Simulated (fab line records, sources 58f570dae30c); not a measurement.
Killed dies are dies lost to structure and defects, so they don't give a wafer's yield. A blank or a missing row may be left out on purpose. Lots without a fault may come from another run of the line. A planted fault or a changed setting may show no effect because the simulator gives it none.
One fault seen from 2 desks | flow berkeley_cmos170 | each desk has only its own numbers; what lay behind them comes last

THE METROLOGY DESK
What the gauges read, lot by lot, whatever tool the lot ran on: means of the sampled wafers that have a number. A lot is out of limits, marked OUT, if its mean lies more than 4 standard deviations from the usual mean; the brackets give that distance.
Columns: A = PWELL_OXIDE_THK at UCB170_PWELL_THK_MEAS_03, usual 26.1 nm; B = PWELL_NITRIDE_THK at UCB170_PWELL_THK_MEAS_06, usual 220.4 nm; C = PWELL_OVL at UCB170_PWELL_OVL_MEAS_13, usual 1 nm
lot  | first seen here | A    | B     | C
L803 | day 3 00:11     | 26.0 | 218.6 | 2
L806 | day 3 19:05     | 26.9 | 220.5 | 1
L820 | day 6 12:19     | 26.3 | 221.9 | 1
L821 | day 7 03:25     | 27.1 | 221.5 | 8
L825 | day 7 13:01     | 25.7 | 221.6 | -3
L824 | day 7 13:04     | 26.2 | 216.7 | 0
This desk's finding: nothing out of limits on any of the 6 lots.

THE TOOL OWNER'S DESK: implanter-03
The tool's own readings at UCB170_PWELL_IMPLANT_15: means of the sampled wafers that have a number, for each lot that ran on this tool. A lot is out of limits, marked OUT, if its mean lies more than 4 standard deviations from the usual mean; the brackets give that distance.
Columns: A = beam_energy_keV at UCB170_PWELL_IMPLANT_15, usual 60.001
lot  | first seen here | A
L803 | day 3 09:20     | 60.007
L820 | day 6 22:25     | 66.871 (+99 or more) OUT
L821 | day 7 11:05     | 66.874 (+99 or more) OUT
This desk's finding: out of limits on L820, L821; first on L820, day 6 22:25 (beam_energy_keV at UCB170_PWELL_IMPLANT_15). In limits: L803.

PUT TOGETHER
The tool owner's desk could have raised an alarm at day 6 22:25, on L820, L821.
The metrology desk saw nothing out of limits.
The metrology desk has L820, L821 on record, within its limits.
Of the lots named, all ran UCB170_PWELL_IMPLANT_15 on implanter-03.

WHAT THE SIMULATOR HAD PUT IN
Process parameter drift: implanter-03, from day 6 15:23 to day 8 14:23, at UCB170_PWELL_IMPLANT_15. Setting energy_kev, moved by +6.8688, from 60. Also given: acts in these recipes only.
Lots struck among those shown: L820, L821.
Hours from the fault's start to each desk's first reading out of limits: the tool owner's desk, 7.
